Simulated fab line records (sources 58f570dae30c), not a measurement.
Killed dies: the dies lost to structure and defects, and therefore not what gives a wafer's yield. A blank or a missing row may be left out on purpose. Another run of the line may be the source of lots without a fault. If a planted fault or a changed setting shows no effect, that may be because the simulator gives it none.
What tool caused it? || flow berkeleyCmos170 || 21 wafers from 7 lots sampled at 3 of the route's 331 steps

## WHAT THE GAUGES READ, wafer by wafer
UCB170_SDANNEAL_RS_MEAS_03: measurement is done with a four-point probe.
{"lot": "L195", "measured": "day 8 01:57", "on": "filmMetro-01", "NSD_RS (ohm/sq)": "37.22 37.21 37.28"}
{"lot": "L199", "measured": "day 9 02:34", "on": "filmMetro-01", "NSD_RS (ohm/sq)": "37.26 37.16 37.11"}
{"lot": "L200", "measured": "day 9 02:02", "on": "filmMetro-02", "NSD_RS (ohm/sq)": "37.31 37.30 37.31"}
{"lot": "L204", "measured": "day 10 11:03", "on": "filmMetro-01", "NSD_RS (ohm/sq)": "37.22 37.25 37.21"}
{"lot": "L210", "measured": "day 12 01:03", "on": "filmMetro-02", "NSD_RS (ohm/sq)": "37.39 37.43 37.40"}
{"lot": "L213", "measured": "day 12 00:03", "on": "filmMetro-03", "NSD_RS (ohm/sq)": "37.28 37.28 37.26"}
{"lot": "L215", "measured": "day 13 06:27", "on": "filmMetro-02", "NSD_RS (ohm/sq)": "37.23 37.33 37.36"}

## WHAT TOOL EACH LOT RAN ON (gives the tool, then ch and the chambers of the sampled wafers, and finally the start)
{"lot": "L195", "UCB170_NSD_IMPLANT_08": "implanter-01 ch 0, day 8 00:08", "UCB170_NSD_STRIP_09": "plasmaAsher-04 ch 0,1, day 8 00:17"}
{"lot": "L199", "UCB170_NSD_IMPLANT_08": "implanter-01 ch 0, day 9 01:05", "UCB170_NSD_STRIP_09": "plasmaAsher-04 ch 0,1, day 9 01:14"}
{"lot": "L200", "UCB170_NSD_IMPLANT_08": "implanter-01 ch 0, day 9 00:35", "UCB170_NSD_STRIP_09": "plasmaAsher-01 ch 0,1, day 9 00:43"}
{"lot": "L204", "UCB170_NSD_IMPLANT_08": "implanter-02 ch 0, day 10 09:36", "UCB170_NSD_STRIP_09": "plasmaAsher-04 ch 0,1, day 10 09:43"}
{"lot": "L210", "UCB170_NSD_IMPLANT_08": "implanter-01 ch 0, day 11 23:05", "UCB170_NSD_STRIP_09": "plasmaAsher-03 ch 0, day 11 23:14"}
{"lot": "L213", "UCB170_NSD_IMPLANT_08": "implanter-01 ch 0, day 11 22:32", "UCB170_NSD_STRIP_09": "plasmaAsher-04 ch 1, day 11 22:41"}
{"lot": "L215", "UCB170_NSD_IMPLANT_08": "implanter-03 ch 0, day 13 04:53", "UCB170_NSD_STRIP_09": "plasmaAsher-01 ch 0,1, day 13 05:02"}
- UCB170_NSD_IMPLANT_08
- UCB170_NSD_STRIP_09: strips in O2.

## THE ANSWER, worked out from the rows above alone
Rule: usual is defined by the lots themselves. The widest of any qualifying gaps counts: lots, ordered by their means at a reading, are off when they make up no more than a third of the lots, leave a main group of 4 or more, and stand apart from it by 3 or more times the standard deviation of that group's means. A main group is skipped when, at the precision printed for the reading in the tables above, its means are all equal. A lot without any number at a reading at which 4 lots or more have one is off too. Any other lot the step has rows for is counted as sound.
No lot is off on any of the readings shown, so nothing can be concluded from this.

## WHAT THE SIMULATOR HAD INSERTED
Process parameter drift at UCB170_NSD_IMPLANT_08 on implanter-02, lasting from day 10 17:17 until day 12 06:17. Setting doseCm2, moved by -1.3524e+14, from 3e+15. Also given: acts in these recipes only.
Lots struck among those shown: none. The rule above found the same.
